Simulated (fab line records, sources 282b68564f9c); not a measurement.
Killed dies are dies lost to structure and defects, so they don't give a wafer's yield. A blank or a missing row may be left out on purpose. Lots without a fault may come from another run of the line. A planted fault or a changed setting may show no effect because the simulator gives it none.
Which tool did it? | flow rit_cmos | 14 lots, 42 wafers sampled, at 6 steps of a route of 202

WHAT THE GAUGES READ, wafer by wafer
RIT_GATE_CD_MEAS_90: target cd 150 nm.
lot  | measured    | on        | cd_nm (nm)
L199 | day 2 15:43 | cd_sem-01 | 150.3 150.9 153.4
L200 | day 2 18:17 | cd_sem-02 | 152.5 154.9 152.2
L201 | day 2 22:33 | cd_sem-01 | 152.3 155.6 151.9
L203 | day 3 09:10 | cd_sem-02 | 146.8 148.9 147.7
L204 | day 3 14:58 | cd_sem-01 | 146.3 148.4 149.6
L207 | day 4 09:11 | cd_sem-01 | 146.6 151.2 150.0
L211 | day 5 02:43 | cd_sem-01 | 149.9 149.2 148.9
L212 | day 5 07:53 | cd_sem-01 | 152.9 152.4 151.4
L214 | day 5 16:09 | cd_sem-01 | 146.8 145.9 142.7
L215 | day 5 23:06 | cd_sem-01 | 150.6 149.7 148.8
L216 | day 6 03:04 | cd_sem-01 | 151.7 151.6 151.9
L218 | day 6 13:44 | cd_sem-02 | 148.5 148.1 147.4
L220 | day 6 21:56 | cd_sem-01 | 154.0 153.1 152.5
L221 | day 7 05:28 | cd_sem-01 | 151.1 153.8 151.4

RIT_SPACER_THK_MEAS_04.
lot  | measured    | on            | SPACER_NITRIDE_THK (nm)
L199 | day 3 00:07 | film_metro-01 | 246.7 247.3 247.7
L200 | day 3 02:32 | film_metro-01 | 253.6 252.6 251.8
L201 | day 3 07:25 | film_metro-01 | 255.6 254.4 255.1
L203 | day 3 17:38 | film_metro-04 | 253.0 251.4 252.9
L204 | day 3 23:46 | film_metro-04 | 249.8 250.8 248.5
L207 | day 4 18:40 | film_metro-01 | 251.4 252.4 251.8
L211 | day 5 11:25 | film_metro-01 | 250.3 250.1 252.1
L212 | day 5 16:16 | film_metro-01 | 249.5 247.6 251.0
L214 | day 6 01:25 | film_metro-04 | 252.1 251.9 251.8
L215 | day 6 07:37 | film_metro-01 | 253.4 254.0 253.4
L216 | day 6 11:42 | film_metro-03 | 246.4 245.9 247.6
L218 | day 6 21:59 | film_metro-03 | 251.8 253.4 253.3
L220 | day 7 07:01 | film_metro-01 | 251.1 250.9 251.5
L221 | day 7 14:53 | film_metro-03 | 247.6 246.3 248.3

RIT_PSD_TW_MEAS_10.
lot  | measured    | on            | PSD_TW
L199 | day 3 03:29 | film_metro-04 | 3410 3409 3414
L200 | day 3 05:58 | film_metro-02 | 3528 3519 3507
L201 | day 3 10:47 | film_metro-04 | 3406 3415 3424
L203 | day 3 20:59 | film_metro-04 | 3404 3386 3405
L204 | day 4 02:46 | film_metro-04 | 3423 3422 3409
L207 | day 4 22:04 | film_metro-02 | 3492 3498 3491
L211 | day 5 14:43 | film_metro-04 | 3394 3386 3388
L212 | day 5 19:16 | film_metro-04 | 3394 3413 3393
L214 | day 6 04:34 | film_metro-03 | 3408 3442 3422
L215 | day 6 10:44 | film_metro-04 | 3412 3389 3433
L216 | day 6 14:49 | film_metro-02 | 3373 3381 3380
L218 | day 7 01:08 | film_metro-04 | 3401 3406 3409
L220 | day 7 10:10 | film_metro-04 | 3390 3389 3391
L221 | day 7 18:00 | film_metro-02 | 3365 3356 3355

RIT_SDANNEAL_RS_MEAS_04: measures by four-point-probe.
lot  | measured    | on            | PSD_RS (ohm/sq)
L199 | day 3 03:59 | film_metro-03 | 115.35 115.51 115.98
L200 | day 3 06:28 | film_metro-02 | 107.31 107.03 107.35
L201 | day 3 11:18 | film_metro-02 | 115.66 115.66 115.91
L203 | day 3 21:28 | film_metro-02 | 116.19 115.78 115.78
L204 | day 4 03:20 | film_metro-04 | 115.87 116.11 115.74
L207 | day 4 22:50 | film_metro-04 | 107.91 107.62 107.90
L211 | day 5 15:17 | film_metro-03 | 116.06 116.09 115.93
L212 | day 5 19:45 | film_metro-04 | 116.06 116.04 116.04
L214 | day 6 05:03 | film_metro-03 | 116.57 116.31 116.37
L215 | day 6 11:13 | film_metro-04 | 116.36 116.10 116.38
L216 | day 6 15:20 | film_metro-02 | 115.79 115.53 115.62
L218 | day 7 01:40 | film_metro-03 | 115.85 116.33 115.91
L220 | day 7 10:41 | film_metro-03 | 116.35 116.17 116.08
L221 | day 7 18:30 | film_metro-03 | 116.36 116.22 115.93

WHICH TOOL RAN EACH LOT (tool, then ch and the chambers of the sampled wafers, then the start)
lot  | RIT_PLDD_STRIP_09                   | RIT_PSD_IMPLANT_08
L199 | plasma_asher-04 ch 0,1, day 2 21:35 | implanter-04 ch 0, day 3 03:11
L200 | plasma_asher-02 ch 0,1, day 3 00:03 | implanter-03 ch 0, day 3 05:21
L201 | plasma_asher-04 ch 0,1, day 3 04:53 | implanter-02 ch 0, day 3 10:28
L203 | plasma_asher-02 ch 0,1, day 3 15:08 | implanter-03 ch 0, day 3 20:39
L204 | plasma_asher-03 ch 0,1, day 3 21:13 | implanter-02 ch 0, day 4 02:28
L207 | plasma_asher-02 ch 0,1, day 4 16:02 | implanter-03 ch 0, day 4 21:27
L211 | plasma_asher-04 ch 0,1, day 5 08:37 | implanter-03 ch 0, day 5 14:24
L212 | plasma_asher-04 ch 0,1, day 5 13:44 | implanter-02 ch 0, day 5 18:56
L214 | plasma_asher-02 ch 0,1, day 5 22:53 | implanter-04 ch 0, day 6 04:14
L215 | plasma_asher-04 ch 0,1, day 6 05:04 | implanter-02 ch 0, day 6 10:24
L216 | plasma_asher-02 ch 0,1, day 6 09:09 | implanter-02 ch 0, day 6 14:29
L218 | plasma_asher-04 ch 0,1, day 6 19:28 | implanter-03 ch 0, day 7 00:49
L220 | plasma_asher-04 ch 0,1, day 7 04:31 | implanter-03 ch 0, day 7 09:52
L221 | plasma_asher-02 ch 0,1, day 7 12:20 | implanter-04 ch 0, day 7 17:42
- RIT_PLDD_STRIP_09: strips in O2, time 180 s.
- RIT_PSD_IMPLANT_08

WHAT THE TOOLS THEMSELVES READ (means of the sampled wafers that have a number; where no wafer has one, the mark that the record gives instead)
RIT_PLDD_STRIP_09.
lot  | tool            | drypump_motor_current_A (A)
L199 | plasma_asher-04 | 6.5
L200 | plasma_asher-02 | 5.6
L201 | plasma_asher-04 | 6.5
L203 | plasma_asher-02 | 5.7
L204 | plasma_asher-03 | 5.9
L207 | plasma_asher-02 | 5.6
L211 | plasma_asher-04 | 6.5
L212 | plasma_asher-04 | 6.5
L214 | plasma_asher-02 | 5.6
L215 | plasma_asher-04 | 6.5
L216 | plasma_asher-02 | 5.6
L218 | plasma_asher-04 | 6.5
L220 | plasma_asher-04 | 6.5
L221 | plasma_asher-02 | 5.6

THE ANSWER, worked out from the rows above alone
Rule: what is usual is taken from the lots themselves. Put in order of their means at a reading, lots are off if they are a third of the lots or fewer, leave a main group of 4 or more, and stand apart from it by a gap of 3 or more times the standard deviation of the main group's means; of several such gaps the widest counts. A main group whose means are all the same, to the digits that the tables above print for the reading, isn't used. A lot without any number at a reading at which 4 lots or more have one is off too. The other lots that the step has rows for count as sound. The gauges are gone through in route order, then the tools' own readings, and for those a lot's mean is taken as printed above. The first step at which some lot is off is used, and at that step the reading that is off furthest; a lot without a number counts as furthest.
Off: L200, L207, at RIT_PSD_TW_MEAS_10 (PSD_TW). The main group: mean 3400, standard deviation 18.
A tool fits if, at a process step before that reading, it ran every lot that is off, and no sound lot after the first of them. The gauges at RIT_PSD_TW_MEAS_10 are tried like those tools. None of those tried fits.

WHAT THE SIMULATOR HAD PUT IN
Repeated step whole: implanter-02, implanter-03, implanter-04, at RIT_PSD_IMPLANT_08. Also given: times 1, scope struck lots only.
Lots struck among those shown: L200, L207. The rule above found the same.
